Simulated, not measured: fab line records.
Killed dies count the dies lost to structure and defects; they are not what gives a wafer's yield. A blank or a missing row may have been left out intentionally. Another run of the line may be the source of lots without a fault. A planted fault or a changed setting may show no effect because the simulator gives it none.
The tool behind it: which one? / flow rit_cmos / 7 lots with 21 wafers sampled at 2 steps, on a route of 202 steps

== WHAT THE GAUGES READ, wafer by wafer ==
RIT_REOX_THK_MEAS_04.
lot=L999; measured=day 2 21:42; on=film_metro-03; REOX_OXIDE_THK (nm)=24.7 24.6 24.5
lot=L101; measured=day 3 07:23; on=film_metro-04; REOX_OXIDE_THK (nm)=25.3 25.2 25.4
lot=L104; measured=day 3 21:32; on=film_metro-04; REOX_OXIDE_THK (nm)=25.5 25.7 25.9
lot=L107; measured=day 4 14:46; on=film_metro-01; REOX_OXIDE_THK (nm)=32.9 32.2 32.2
lot=L112; measured=day 5 14:34; on=film_metro-03; REOX_OXIDE_THK (nm)=25.0 24.8 24.8
lot=L115; measured=day 6 06:00; on=film_metro-04; REOX_OXIDE_THK (nm)=25.5 25.7 25.2
lot=L119; measured=day 7 02:00; on=film_metro-01; REOX_OXIDE_THK (nm)=25.5 26.0 25.6

== EACH LOT AND THE TOOL THAT RAN IT (in order: tool; ch and the chambers of the sampled wafers; start) ==
lot=L999; RIT_REOX_OXIDATION_03=furnace-02 ch 0, day 2 19:08
lot=L101; RIT_REOX_OXIDATION_03=furnace-03 ch 0, day 3 04:50
lot=L104; RIT_REOX_OXIDATION_03=furnace-03 ch 0, day 3 18:58
lot=L107; RIT_REOX_OXIDATION_03=furnace-03 ch 0, day 4 12:11
lot=L112; RIT_REOX_OXIDATION_03=furnace-02 ch 0, day 5 12:01
lot=L115; RIT_REOX_OXIDATION_03=furnace-02 ch 0, day 6 03:25
lot=L119; RIT_REOX_OXIDATION_03=furnace-04 ch 0, day 6 23:27
- RIT_REOX_OXIDATION_03: target thk 25.2 nm, ox time 5580 s.

== THE ANSWER, worked out from the rows above alone ==
Rule: the usual values come from the lots themselves. The widest of any qualifying gaps counts: lots, ordered by their means at a reading, are off when they make up no more than a third of the lots, leave a main group of 4 or more, and stand apart from it by 3 or more times the standard deviation of that group's means. A main group whose means are all the same, to the digits that the tables above print for the reading, isn't used. A lot without any number at a reading at which 4 lots or more have one is off too. The other lots that the step has rows for count as sound.
Off: L107, seen at RIT_REOX_THK_MEAS_04 (REOX_OXIDE_THK). Mean 25.3 nm and standard deviation 0.41 in the main group.
A tool fits if, at a process step before that reading, it ran every lot that is off, and no sound lot after the first of them. The gauges at RIT_REOX_THK_MEAS_04 are tried like those tools. One candidate fits, namely furnace-03 at RIT_REOX_OXIDATION_03. Its last sound lot is L104 (day 3 18:58), its first lot that is off L107 (day 4 12:11): a fault that began between those two fits.

== WHAT HAD BEEN PUT IN BY THE SIMULATOR ==
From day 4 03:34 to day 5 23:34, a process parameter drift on furnace-03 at RIT_REOX_OXIDATION_03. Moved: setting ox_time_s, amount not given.
Lots struck among those shown: L107. The same result came from the rule above.
